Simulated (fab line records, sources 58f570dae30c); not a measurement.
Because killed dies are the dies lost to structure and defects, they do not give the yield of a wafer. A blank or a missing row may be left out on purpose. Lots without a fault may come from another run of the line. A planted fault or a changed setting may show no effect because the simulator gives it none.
fab line records	flow berkeleyCmos170
[record] lots = 24	wafers = 72	lastDay = 12
route steps=331 shown SDANNEAL@205 SILICIDE@213 CONTACT@236 M3@329
lots untouched by any fault: they come from a run of this same line in which no faults occurred
startH: hours from the record's first day to the start of the lot's first wafer shown	waitH: hours since the lot's step before	" the same as in the row above	L1.1+2: a row that stands for several wafers	- no value, or no start was given	* or withheld: withheld	< > ~ a bound
route shown NAME@n: NAME is a module with steps in the file, n the number in the route of the first one	usual: mean/standard deviation of fault-free wafers	same: alike in all rows	chamber/n: place in a boat	sites: the reading at each site	_std_site: the standard deviation of these	_edge_site: inner sites' mean taken away from outer sites' mean	radiusMm: how far each site lies from the wafer's centre	mask NAME#n: copy n	behind: the tool/chamber that last shaped the wafer	hold: why the lot went on hold/how many hours it stayed there/how the hold came to an end	device: transistor that didn't switch, given as n, p or np	end of line: tests run on the same wafers once the route is complete	step lacking rows: just its recipe	killed: not the wafer's yield, but the dies lost to structure and defects at the first sort	map: shows each die of a wafer: x if killed, . if not, _ if none is there
set.NAME: the setting as run; set.NAME@STEP: as run at that earlier step	model.NAME: the simulator's own value behind a step, which no gauge read
steps of the route over a sample of lots; a table a step, a row a wafer
services: a tool's chamber out of use, with start hour (startH, from the record's first day; less than 0 if before it), hours out, and reason
[[steps]]
[step UCB170_SDANNEAL_RTA_01]
[recipe] tempC = 1050	timeS = 5	ambient = N2
[usual] lampPowerPct = 39.0/2.1	wafer_temp_C_max = 1056.8/2.1
[same] timeS = 5
lot.wafer	tool	chamber	startH	waitH	lampPowerPct	wafer_temp_C_max
L074.2	rtpAnneal-02	0	142.64	0.1	40.8	1058.7
L074.3	"	0	"	"	40.8	1058.0
L074.5	"	0	"	"	40.7	1060.2
L076.1	rtpAnneal-02	0	152.61	0.1	40.8	1058.2
L076.2	"	0	"	"	40.8	1057.8
L076.5	"	0	"	"	40.7	1060.3
L075.1	rtpAnneal-01	0	153.06	0.1	36.5	1054.3
L075.2	"	0	"	"	36.5	1054.4
L075.5	"	0	"	"	36.4	1053.9
L079.1	rtpAnneal-02	0	168.93	0.1	40.7	1056.6
L079.3	"	0	"	"	40.8	1058.6
L079.5	"	0	"	"	40.7	1056.5
L078.2	rtpAnneal-01	0	169.08	0.1	36.4	1056.1
L078.4	"	0	"	"	36.5	1054.6
L078.6	"	0	"	"	36.5	1055.7
L077.2	rtpAnneal-02	0	169.39	0.1	40.8	1057.6
L077.5	"	0	"	"	40.8	1056.8
L077.6	"	0	"	"	40.8	1057.8
L080.3	rtpAnneal-01	0	169.82	0.1	36.5	1054.7
L080.4	"	0	"	"	36.5	1054.8
L080.6	"	0	"	"	36.5	1053.6
L081.3	rtpAnneal-01	0	170.20	0.1	36.5	1056.2
L081.5	"	0	"	"	36.5	1055.0
L081.6	"	0	"	"	36.5	1054.4
L082.2	rtpAnneal-02	0	181.64	0.1	40.7	1059.8
L082.4	"	0	"	"	40.8	1058.1
L082.5	"	0	"	"	40.7	1059.4
L086.1	rtpAnneal-01	0	195.81	0.1	36.4	1056.7
L086.2	"	0	"	"	36.5	1055.1
L086.6	"	0	"	"	36.5	1054.4
L083.1	rtpAnneal-02	0	195.89	0.1	40.7	1061.7
L083.4	"	0	"	"	40.8	1058.1
L083.5	"	0	"	"	40.7	1060.4
L084.3	rtpAnneal-01	0	196.03	0.1	36.5	1052.5
L084.4	"	0	"	"	36.6	1053.9
L084.6	"	0	"	"	36.5	1053.6
L085.1	rtpAnneal-02	0	196.22	0.1	40.7	1061.1
L085.2	"	0	"	"	40.8	1058.0
L085.5	"	0	"	"	40.8	1059.6
L087.2	rtpAnneal-01	0	203.29	0.1	36.5	1054.9
L087.3	"	0	"	"	36.5	1054.6
L087.5	"	0	"	"	36.5	1054.2
L088.1	rtpAnneal-02	0	210.51	0.1	40.8	1057.4
L088.2	"	0	"	"	40.7	1058.7
L088.3	"	0	"	"	40.7	1058.0
L089.1	rtpAnneal-01	0	210.84	0.1	36.5	1054.7
L089.2	"	0	"	"	36.5	1054.0
L089.4	"	0	"	"	36.5	1055.1
L091.3	rtpAnneal-02	0	219.70	0.1	40.7	1057.3
L091.4	"	0	"	"	40.8	1058.1
L091.5	"	0	"	"	40.8	1058.3
L094.1	rtpAnneal-02	0	227.78	0.1	40.7	1058.6
L094.4	"	0	"	"	40.8	1056.9
L094.6	"	0	"	"	40.8	1057.9
L092.3	rtpAnneal-02	0	228.18	0.1	40.8	1057.8
L092.4	"	0	"	"	40.7	1057.9
L092.5	"	0	"	"	40.8	1059.0
L090.2	rtpAnneal-02	0	228.30	0.1	40.7	1056.7
L090.5	"	0	"	"	40.7	1057.6
L090.6	"	0	"	"	40.8	1057.6
L093.1	rtpAnneal-02	0	228.41	0.1	40.8	1057.7
L093.2	"	0	"	"	40.8	1057.3
L093.5	"	0	"	"	40.7	1057.0
L095.1	rtpAnneal-02	0	235.79	0.1	40.7	1057.0
L095.2	"	0	"	"	40.7	1057.7
L095.3	"	0	"	"	40.8	1055.5
L096.1	rtpAnneal-01	0	235.89	0.1	36.5	1056.2
L096.3	"	0	"	"	36.5	1055.8
L096.5	"	0	"	"	36.5	1054.4
L097.1	rtpAnneal-01	0	254.30	0.1	36.5	1056.3
L097.2	"	0	"	"	36.4	1053.5
L097.6	"	0	"	"	36.4	1052.7
[step UCB170_SILICIDE_THK_MEAS_03]
[recipe] thkMeasGauge = xrf	reads = Ti_of_SILICIDE_SPUTTER_01
[usual] SILICIDE_TI_THK = 30.0/0.54
lot.wafer	tool	chamber	startH	waitH	SILICIDE_TI_THK[nm]
L074.2	filmMetro-02	-	143.39	0.1	29.8
L074.3	"	-	"	"	29.5
L074.5	"	-	"	"	29.5
L076.1	filmMetro-02	-	153.39	0.1	30.1
L076.2	"	-	"	"	29.1
L076.5	"	-	"	"	29.6
L075.1	filmMetro-01	-	153.82	0.1	30.6
L075.2	"	-	"	"	30.2
L075.5	"	-	"	"	30.1
L079.1	filmMetro-04	-	169.69	0.1	30.0
L079.3	"	-	"	"	29.8
L079.5	"	-	"	"	30.0
L078.2	filmMetro-01	-	169.84	0.1	29.6
L078.4	"	-	"	"	30.0
L078.6	"	-	"	"	30.1
L077.2	filmMetro-01	-	170.31	0.1	30.1
L077.5	"	-	"	"	29.9
L077.6	"	-	"	"	29.9
L080.3	filmMetro-01	-	170.57	0.1	30.0
L080.4	"	-	"	"	29.9
L080.6	"	-	"	"	29.6
L081.3	filmMetro-01	-	170.98	0.1	30.1
L081.5	"	-	"	"	30.1
L081.6	"	-	"	"	30.8
L082.2	filmMetro-02	-	182.39	0.1	29.9
L082.4	"	-	"	"	30.0
L082.5	"	-	"	"	30.2
L086.1	filmMetro-02	-	196.56	0.1	30.0
L086.2	"	-	"	"	30.4
L086.6	"	-	"	"	30.4
L083.1	filmMetro-04	-	196.67	0.1	30.7
L083.4	"	-	"	"	31.2
L083.5	"	-	"	"	31.4
L084.3	filmMetro-02	-	196.79	0.1	29.2
L084.4	"	-	"	"	29.0
L084.6	"	-	"	"	29.0
L085.1	filmMetro-04	-	197.13	0.1	30.5
L085.2	"	-	"	"	31.1
L085.5	"	-	"	"	30.9
L087.2	filmMetro-02	-	204.05	0.1	29.5
L087.3	"	-	"	"	29.1
L087.5	"	-	"	"	29.5
L088.1	filmMetro-04	-	211.27	0.1	30.1
L088.2	"	-	"	"	30.3
L088.3	"	-	"	"	30.0
L089.1	filmMetro-01	-	211.60	0.1	30.7
L089.2	"	-	"	"	30.4
L089.4	"	-	"	"	30.1
L091.3	filmMetro-04	-	220.46	0.1	30.3
L091.4	"	-	"	"	30.3
L091.5	"	-	"	"	30.4
L094.1	filmMetro-02	-	228.54	0.1	30.8
L094.4	"	-	"	"	30.2
L094.6	"	-	"	"	31.3
L092.3	filmMetro-02	-	228.94	0.1	29.0
L092.4	"	-	"	"	29.3
L092.5	"	-	"	"	29.6
L090.2	filmMetro-01	-	229.05	0.1	29.8
L090.5	"	-	"	"	29.4
L090.6	"	-	"	"	29.7
L093.1	filmMetro-04	-	229.17	0.1	30.5
L093.2	"	-	"	"	30.5
L093.5	"	-	"	"	30.9
L095.1	filmMetro-02	-	236.62	0.1	29.3
L095.2	"	-	"	"	29.3
L095.3	"	-	"	"	29.5
L096.1	filmMetro-04	-	236.65	0.1	30.3
L096.3	"	-	"	"	29.8
L096.5	"	-	"	"	30.6
L097.1	filmMetro-02	-	255.05	0.1	29.2
L097.2	"	-	"	"	29.3
L097.6	"	-	"	"	29.2
[step UCB170_SILICIDE_RTA_04]
[recipe] tempC = 650	timeS = 15	ambient = N2
[usual] lampPowerPct = 10.9/0.58	wafer_temp_C_max = 654.4/1.5
[same] timeS = 15
lot.wafer	tool	chamber	startH	waitH	lampPowerPct	wafer_temp_C_max
L074.2	rtpAnneal-01	0	143.47	0.1	10.1	651.9
L074.3	"	0	"	"	10.1	651.8
L074.5	"	0	"	"	10.1	652.2
L076.1	rtpAnneal-02	0	153.45	0.1	11.3	655.6
L076.2	"	0	"	"	11.3	654.0
L076.5	"	0	"	"	11.3	655.0
L075.1	rtpAnneal-01	0	153.88	0.1	10.1	652.2
L075.2	"	0	"	"	10.1	652.0
L075.5	"	0	"	"	10.1	652.8
L079.1	rtpAnneal-02	0	169.75	0.1	11.3	654.7
L079.3	"	0	"	"	11.3	654.5
L079.5	"	0	"	"	11.3	655.0
L078.2	rtpAnneal-02	0	169.90	0.1	11.3	654.3
L078.4	"	0	"	"	11.3	655.3
L078.6	"	0	"	"	11.3	655.0
L077.2	rtpAnneal-02	0	170.37	0.1	11.3	654.8
L077.5	"	0	"	"	11.3	655.5
L077.6	"	0	"	"	11.3	654.5
L080.3	rtpAnneal-01	0	170.64	0.1	10.1	652.4
L080.4	"	0	"	"	10.1	652.6
L080.6	"	0	"	"	10.1	653.2
L081.3	rtpAnneal-02	0	171.05	0.1	11.3	655.8
L081.5	"	0	"	"	11.3	656.9
L081.6	"	0	"	"	11.3	656.8
L082.2	rtpAnneal-01	0	182.45	0.1	10.1	654.5
L082.4	"	0	"	"	10.1	652.3
L082.5	"	0	"	"	10.1	653.0
L086.1	rtpAnneal-01	0	196.62	0.1	10.1	654.3
L086.2	"	0	"	"	10.1	652.5
L086.6	"	0	"	"	10.1	653.8
L083.1	rtpAnneal-02	0	196.73	0.1	11.3	654.4
L083.4	"	0	"	"	11.3	654.8
L083.5	"	0	"	"	11.3	657.2
L084.3	rtpAnneal-01	0	196.85	0.1	10.1	652.1
L084.4	"	0	"	"	10.1	653.4
L084.6	"	0	"	"	10.1	653.7
L085.1	rtpAnneal-02	0	197.19	0.1	11.3	655.8
L085.2	"	0	"	"	11.3	656.5
L085.5	"	0	"	"	11.3	656.6
L087.2	rtpAnneal-02	0	204.11	0.1	11.3	655.1
L087.3	"	0	"	"	11.3	654.2
L087.5	"	0	"	"	11.3	654.3
L088.1	rtpAnneal-02	0	211.33	0.1	11.3	655.3
L088.2	"	0	"	"	11.3	654.7
L088.3	"	0	"	"	11.3	655.2
L089.1	rtpAnneal-01	0	211.66	0.1	10.1	652.6
L089.2	"	0	"	"	10.1	652.9
L089.4	"	0	"	"	10.1	653.1
L091.3	rtpAnneal-01	0	220.53	0.1	10.1	651.9
L091.4	"	0	"	"	10.1	652.3
L091.5	"	0	"	"	10.1	653.2
L094.1	rtpAnneal-02	0	228.60	0.1	11.3	654.4
L094.4	"	0	"	"	11.3	655.9
L094.6	"	0	"	"	11.3	656.4
L092.3	rtpAnneal-02	0	229.00	0.1	11.3	653.9
L092.4	"	0	"	"	11.3	654.9
L092.5	"	0	"	"	11.3	656.4
L090.2	rtpAnneal-02	0	229.12	0.1	11.3	654.5
L090.5	"	0	"	"	11.3	655.2
L090.6	"	0	"	"	11.3	655.4
L093.1	rtpAnneal-02	0	229.23	0.1	11.3	657.1
L093.2	"	0	"	"	11.3	655.8
L093.5	"	0	"	"	11.3	656.9
L095.1	rtpAnneal-02	0	236.68	0.1	11.3	654.4
L095.2	"	0	"	"	11.3	655.6
L095.3	"	0	"	"	11.3	656.6
L096.1	rtpAnneal-01	0	236.71	0.1	10.1	652.8
L096.3	"	0	"	"	10.1	653.3
L096.5	"	0	"	"	10.1	652.6
L097.1	rtpAnneal-02	0	255.11	0.1	11.3	655.4
L097.2	"	0	"	"	11.3	654.0
L097.6	"	0	"	"	11.3	653.6
[step UCB170_CONTACT_CD_MEAS_90]
[recipe] targetCdNm = 700
[usual] cdNm = 699.9/1.5
lot.wafer	tool	chamber	startH	waitH	cdNm
L074.2	cdSem-01	-	148.10	0.1	699.0
L074.3	"	-	"	"	698.8
L074.5	"	-	"	"	699.4
L076.1	cdSem-01	-	157.80	0.1	701.2
L076.2	"	-	"	"	698.5
L076.5	"	-	"	"	699.3
L075.1	cdSem-01	-	158.86	0.1	700.1
L075.2	"	-	"	"	698.5
L075.5	"	-	"	"	699.3
L079.1	cdSem-02	-	175.95	0.1	699.9
L079.3	"	-	"	"	702.4
L079.5	"	-	"	"	700.7
L077.2	cdSem-02	-	176.19	0.1	701.7
L077.5	"	-	"	"	699.8
L077.6	"	-	"	"	701.9
L078.2	cdSem-01	-	176.24	0.1	701.3
L078.4	"	-	"	"	700.1
L078.6	"	-	"	"	702.8
L080.3	cdSem-02	-	176.33	0.1	701.9
L080.4	"	-	"	"	701.6
L080.6	"	-	"	"	702.7
L081.3	cdSem-01	-	176.56	0.1	697.8
L081.5	"	-	"	"	698.7
L081.6	"	-	"	"	699.5
L082.2	cdSem-01	-	188.98	0.1	699.4
L082.4	"	-	"	"	699.9
L082.5	"	-	"	"	699.6
L086.1	cdSem-01	-	200.95	0.1	703.0
L086.2	"	-	"	"	701.2
L086.6	"	-	"	"	702.3
L085.1	cdSem-01	-	203.42	0.1	700.5
L085.2	"	-	"	"	700.3
L085.5	"	-	"	"	701.7
L084.3	cdSem-01	-	203.58	0.1	699.4
L084.4	"	-	"	"	700.4
L084.6	"	-	"	"	700.9
L083.1	cdSem-01	-	203.66	0.1	702.2
L083.4	"	-	"	"	699.3
L083.5	"	-	"	"	700.4
L087.2	cdSem-01	-	209.72	0.1	698.1
L087.3	"	-	"	"	697.5
L087.5	"	-	"	"	698.8
L088.1	cdSem-01	-	216.77	0.2	698.7
L088.2	"	-	"	"	697.5
L088.3	"	-	"	"	699.7
L089.1	cdSem-01	-	218.32	0.2	698.2
L089.2	"	-	"	"	696.9
L089.4	"	-	"	"	700.3
L091.3	cdSem-01	-	227.11	0.3	698.8
L091.4	"	-	"	"	697.2
L091.5	"	-	"	"	699.9
L094.1	cdSem-01	-	232.98	0.2	699.2
L094.4	"	-	"	"	699.9
L094.6	"	-	"	"	697.5
L092.3	cdSem-01	-	235.03	0.1	699.0
L092.4	"	-	"	"	698.9
L092.5	"	-	"	"	697.3
L093.1	cdSem-01	-	235.35	0.2	700.0
L093.2	"	-	"	"	699.7
L093.5	"	-	"	"	700.1
L090.2	cdSem-01	-	235.61	0.1	697.3
L090.5	"	-	"	"	699.2
L090.6	"	-	"	"	698.7
L095.1	cdSem-01	-	245.02	0.5	702.5
L095.2	"	-	"	"	701.2
L095.3	"	-	"	"	701.5
L096.1	cdSem-01	-	245.26	0.4	697.9
L096.3	"	-	"	"	699.0
L096.5	"	-	"	"	699.0
L097.1	cdSem-01	-	259.41	0.1	700.0
L097.2	"	-	"	"	700.5
L097.6	"	-	"	"	700.6
[step UCB170_M3_CD_MEAS_90]
[recipe] targetCdNm = 700
[usual] cdNm = 700/3.3
lot.wafer	tool	chamber	startH	waitH	cdNm
L074.2	cdSem-01	-	168.23	0.1	700
L074.3	"	-	"	"	698
L074.5	"	-	"	"	698
L076.1	cdSem-01	-	177.93	0.1	701
L076.2	"	-	"	"	701
L076.5	"	-	"	"	703
L075.1	cdSem-01	-	178.73	0.1	694
L075.2	"	-	"	"	696
L075.5	"	-	"	"	694
L079.1	cdSem-01	-	192.48	0.2	702
L079.3	"	-	"	"	698
L079.5	"	-	"	"	704
L077.2	cdSem-01	-	193.70	0.2	697
L077.5	"	-	"	"	699
L077.6	"	-	"	"	699
L078.2	cdSem-01	-	199.11	0.4	704
L078.4	"	-	"	"	705
L078.6	"	-	"	"	705
L080.3	cdSem-01	-	199.25	0.4	694
L080.4	"	-	"	"	701
L080.6	"	-	"	"	694
L081.3	cdSem-01	-	199.49	0.3	698
L081.5	"	-	"	"	700
L081.6	"	-	"	"	700
L082.2	cdSem-01	-	208.06	0.1	701
L082.4	"	-	"	"	703
L082.5	"	-	"	"	696
L086.1	cdSem-01	-	223.94	0.1	702
L086.2	"	-	"	"	705
L086.6	"	-	"	"	705
L085.1	cdSem-01	-	224.19	0.1	699
L085.2	"	-	"	"	698
L085.5	"	-	"	"	700
L084.3	cdSem-01	-	224.83	0.1	691
L084.4	"	-	"	"	700
L084.6	"	-	"	"	694
L083.1	cdSem-01	-	225.08	0.1	699
L083.4	"	-	"	"	700
L083.5	"	-	"	"	702
L087.2	cdSem-01	-	229.18	0.1	699
L087.3	"	-	"	"	699
L087.5	"	-	"	"	699
L088.1	cdSem-01	-	235.96	0.1	695
L088.2	"	-	"	"	696
L088.3	"	-	"	"	699
L089.1	cdSem-01	-	236.30	0.1	697
L089.2	"	-	"	"	698
L089.4	"	-	"	"	698
L091.3	cdSem-01	-	253.75	0.2	707
L091.4	"	-	"	"	707
L091.5	"	-	"	"	706
L094.1	cdSem-01	-	254.08	0.1	696
L094.4	"	-	"	"	699
L094.6	"	-	"	"	701
L093.1	cdSem-01	-	254.91	0.1	700
L093.2	"	-	"	"	703
L093.5	"	-	"	"	698
L092.3	cdSem-01	-	255.67	0.1	700
L092.4	"	-	"	"	705
L092.5	"	-	"	"	704
L090.2	cdSem-01	-	255.89	0.1	697
L090.5	"	-	"	"	699
L090.6	"	-	"	"	698
L095.1	cdSem-01	-	265.88	0.1	696
L095.2	"	-	"	"	701
L095.3	"	-	"	"	697
L096.1	cdSem-02	-	266.00	0.1	702
L096.3	"	-	"	"	697
L096.5	"	-	"	"	698
L097.1	cdSem-01	-	277.04	0.1	699
L097.2	"	-	"	"	700
L097.6	"	-	"	"	703
[step UCB170_M3_BOW_MEAS_20]
[recipe] mode = bow
[usual] M3_BOW = 35/6.6
lot.wafer	tool	chamber	startH	waitH	M3_BOW[um]
L074.2	filmMetro-03	-	168.35	0.1	38
L074.3	"	-	"	"	35
L074.5	"	-	"	"	39
L076.1	filmMetro-01	-	178.05	0.1	37
L076.2	"	-	"	"	31
L076.5	"	-	"	"	29
L075.1	filmMetro-03	-	178.85	0.1	41
L075.2	"	-	"	"	17
L075.5	"	-	"	"	40
L079.1	filmMetro-03	-	192.60	0.1	30
L079.3	"	-	"	"	38
L079.5	"	-	"	"	35
L077.2	filmMetro-01	-	193.82	0.1	43
L077.5	"	-	"	"	38
L077.6	"	-	"	"	30
L078.2	filmMetro-03	-	199.23	0.1	34
L078.4	"	-	"	"	37
L078.6	"	-	"	"	32
L080.3	filmMetro-04	-	199.37	0.1	37
L080.4	"	-	"	"	38
L080.6	"	-	"	"	30
L081.3	filmMetro-03	-	199.61	0.1	47
L081.5	"	-	"	"	36
L081.6	"	-	"	"	45
L082.2	filmMetro-03	-	208.18	0.1	51
L082.4	"	-	"	"	23
L082.5	"	-	"	"	34
L086.1	filmMetro-01	-	224.06	0.1	35
L086.2	"	-	"	"	30
L086.6	"	-	"	"	30
L085.1	filmMetro-01	-	224.31	0.1	40
L085.2	"	-	"	"	24
L085.5	"	-	"	"	32
L084.3	filmMetro-04	-	224.95	0.1	38
L084.4	"	-	"	"	37
L084.6	"	-	"	"	36
L083.1	filmMetro-01	-	225.20	0.1	26
L083.4	"	-	"	"	37
L083.5	"	-	"	"	36
L087.2	filmMetro-03	-	229.30	0.1	32
L087.3	"	-	"	"	32
L087.5	"	-	"	"	34
L088.1	filmMetro-01	-	236.28	0.3	26
L088.2	"	-	"	"	44
L088.3	"	-	"	"	40
L089.1	filmMetro-01	-	236.42	0.1	37
L089.2	"	-	"	"	32
L089.4	"	-	"	"	29
L091.3	filmMetro-04	-	253.87	0.1	40
L091.4	"	-	"	"	42
L091.5	"	-	"	"	44
L094.1	filmMetro-01	-	254.20	0.1	20
L094.4	"	-	"	"	41
L094.6	"	-	"	"	24
L093.1	filmMetro-01	-	255.05	0.1	42
L093.2	"	-	"	"	30
L093.5	"	-	"	"	42
L092.3	filmMetro-03	-	255.79	0.1	25
L092.4	"	-	"	"	45
L092.5	"	-	"	"	30
L090.2	filmMetro-03	-	256.01	0.1	29
L090.5	"	-	"	"	27
L090.6	"	-	"	"	38
L095.1	filmMetro-01	-	266.00	0.1	35
L095.2	"	-	"	"	32
L095.3	"	-	"	"	36
L096.1	filmMetro-04	-	266.12	0.1	47
L096.3	"	-	"	"	36
L096.5	"	-	"	"	29
L097.1	filmMetro-03	-	277.16	0.1	36
L097.2	"	-	"	"	38
L097.6	"	-	"	"	37
[[services]]
tool	chamber	startH	hours	kind
rtpAnneal-02	-	159.36	4.0	pm
rtpAnneal-01	-	226.61	5.5	pm
[[key]]
fault none
